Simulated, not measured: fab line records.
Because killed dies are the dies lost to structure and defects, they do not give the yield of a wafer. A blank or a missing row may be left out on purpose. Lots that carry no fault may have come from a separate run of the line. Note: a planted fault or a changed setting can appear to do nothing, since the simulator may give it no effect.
Comparing a struck lot with a sound one || flow rit_cmos || 28 steps out of a route of 202
Sound: these wafers, L283.1, L283.2, L283.3. Struck: wafers L290.1, L290.2, L290.4. Last of all comes the cause.
Per side, at each step with rows, come the tool, then ch with its chambers, and then its first start. Under that, the readings that differ: sound wafers || struck wafers || difference of the means || sigmas: that difference in standard deviations of wafers without a fault.
alike: readings with means less than 2 such deviations apart, plus words and numbers identical on both sides. not compared: withheld readings, readings lacking a value on some wafer, bounds such as >300 that could conceal the same value, and numbers that have no deviation in the record and whose values overlap.
The two part at a step that has a row with sigmas, a row that says differs or no value, or rows on one side only. Numbers that don't overlap but have no deviation are shown without sigmas and don't part them. A reading missing from all wafers of one side parts the sides only when that side holds two or more wafers.

RIT_ACTIVE_BOW_MEAS_00:
  sound: film_metro-03 at day 3 17:00; struck: film_metro-02 at day 5 04:10
  alike: INCOMING_BOW
RIT_ACTIVE_OXIDATION_01: target thk 46.8 nm, ox time 3513 s.
  sound on furnace-04 ch 0, day 3 17:07; struck on furnace-02 ch 0, day 5 04:17
{"reading": "zone_power_load_pct (%)", "sound": "36.4 36.1 36.0", "struck": "32.0 31.7 31.7", "difference": -4.4, "sigmas": -2}
{"reading": "model.SiO2_of_ACTIVE_OXIDATION_01.thk_nm (nm)", "sound": "49.44 49.59 48.81", "struck": "55.14 55.67 55.04", "difference": "+6.00", "sigmas": ""}
RIT_ACTIVE_THK_MEAS_02:
  sound: film_metro-02 at day 3 19:03; struck: film_metro-03 at day 5 06:14
{"reading": "ACTIVE_OXIDE_THK (nm)", "sound": "49.4 49.6 48.8", "struck": "55.1 55.7 55.0", "difference": "+6.0", "sigmas": "+7"}
then, 1 step without rows for these wafers: RIT_ACTIVE_CVD_03 (deposits Si3N4 from SiH2Cl2/NH3, target thk 150 nm, time 1500 s).
RIT_ACTIVE_THK_MEAS_04:
  sound: film_metro-02 at day 3 20:32; struck: film_metro-02 at day 5 08:00
  alike: ACTIVE_NITRIDE_THK
then, 6 steps without rows for these wafers: RIT_ACTIVE_HMDS_05 (prime time 60 s); RIT_ACTIVE_COAT_06 (resist thk 1020 nm); RIT_ACTIVE_SOFTBAKE_07 (time 60 s); RIT_ACTIVE_EXPOSE_08 (exposes mask M1, target cd 1400 nm); RIT_ACTIVE_PEB_09; RIT_ACTIVE_DEVELOP_10 (develop time 50 s).
RIT_ACTIVE_CD_MEAS_11: target cd 1400 nm.
  sound: cd_sem-02 at day 3 21:26; struck: cd_sem-01 at day 5 09:02
{"reading": "cd_nm (nm)", "sound": "1399.0 1397.1 1399.3", "struck": "1403.7 1403.5 1404.4", "difference": "+5.4", "sigmas": "+2"}
then, 1 step without rows for these wafers: RIT_ACTIVE_HARDBAKE_12 (time 60 s).
RIT_ACTIVE_ETCH_13: etches Si3N4 in SF6, stops on SiO2, time 210 s, target depth 210 nm.
  sound on rie_diel-04 ch 0,2,3, day 3 21:54; struck on rie_diel-02 ch 1,2,3, day 5 09:18
  alike: drypump_motor_current_A, oes_product_au, throttle_valve_pct
  not compared: rf_hours_counter_h
RIT_ACTIVE_STRIP_14: strips in O2, time 180 s.
  sound on plasma_asher-01 ch 0,1, day 3 22:02; struck on plasma_asher-04 ch 0,1, day 5 09:26
  alike: drypump_motor_current_A
  not compared: rf_hours_counter_h
RIT_ACTIVE_CD_MEAS_90: target cd 1400 nm.
  sound: cd_sem-01 at day 3 22:13; struck: cd_sem-01 at day 5 09:37
{"reading": "cd_nm (nm)", "sound": "1398.6 1397.2 1398.8", "struck": "1403.0 1403.8 1404.4", "difference": "+5.5", "sigmas": "+2"}
then, 4 steps without rows for these wafers: RIT_ACTIVE_CLEAN_15 (cleans in SC1, time 600 s); RIT_ACTIVE_CLEAN_16 (cleans in dHF, time 30 s); RIT_ACTIVE_CLEAN_17 (cleans in SC2, time 600 s); RIT_FOX1_OXIDATION_00 (target thk 350.7 nm, ox time 1130 s).
RIT_FOX1_THK_MEAS_01:
  sound: film_metro-04 at day 4 00:01; struck: film_metro-04 at day 5 11:34
  alike: FOX1_OXIDE_THK
then, 2 steps without rows for these wafers: RIT_FOX1_WET_ETCH_02 (etches SiO2 in BOE, target depth 350 nm, time 390 s); RIT_FOX2_OXIDATION_00 (target thk 350.7 nm, ox time 1130 s).
RIT_FOX2_THK_MEAS_01:
  sound: film_metro-04 at day 4 01:30; struck: film_metro-03 at day 5 13:26
  alike: FOX2_OXIDE_THK
then, 1 step without rows for these wafers: RIT_FOX2_CLEAN_02 (cleans in dHF, time 180 s).
RIT_FOX2_WET_ETCH_03: etches Si3N4 in H3PO4, target depth 195 nm, time 2700 s.
  sound on wet_bench-03 ch 3, day 4 01:37; struck on wet_bench-04 ch 3, day 5 13:34
{"reading": "model.SiO2_of_ACTIVE_OXIDATION_01.thk_nm (nm)", "sound": "43.25 43.81 43.11", "struck": "46.56 49.45 48.02", "difference": "+4.62", "sigmas": ""}
  alike: bath_heat_duty_pct
RIT_FOX2_THK_MEAS_90:
  sound: film_metro-01 at day 4 02:23; struck: film_metro-03 at day 5 14:19
  alike: FIELD_OXIDE_LEFT_1_THK
RIT_M1_PROBE_99:
  sound: prober-02 at day 5 17:49; struck: prober-01 at day 7 08:38
{"reading": "killed_at_contacts", "sound": "0 0 0", "struck": "1 0 1", "difference": "+1", "sigmas": "+2"}
{"reading": "model.etest.pldd.width_nm (nm)", "sound": "3162 3147 3178", "struck": "3068 3076 3102", "difference": -80, "sigmas": ""}
{"reading": "model.etest.nldd.width_nm (nm)", "sound": "3143 3160 3162", "struck": "3069 3069 3102", "difference": -75, "sigmas": ""}
{"reading": "model.etest.pplus_sal.width_nm (nm)", "sound": "3440 3424 3444", "struck": "3408 3417 3413", "difference": -23, "sigmas": ""}
{"reading": "model.etest.nmos_narrow.drive_ua_um", "sound": "219.4 217.9 222.6", "struck": "202.8 197.4 203.4", "difference": -18.8, "sigmas": ""}
{"reading": "model.etest.pmos_narrow.drive_ua_um", "sound": "98.49 98.83 99.96", "struck": "89.99 91.07 92.57", "difference": -7.88, "sigmas": ""}
  alike: killed_at_front_end, killed_dies, killed_open, killed_short

## WHERE THEY PART
First at RIT_ACTIVE_OXIDATION_01; last, within this record, at RIT_M1_PROBE_99.

WHY: whatever the simulator had introduced
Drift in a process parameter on furnace-02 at RIT_ACTIVE_OXIDATION_01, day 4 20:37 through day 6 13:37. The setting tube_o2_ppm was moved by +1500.
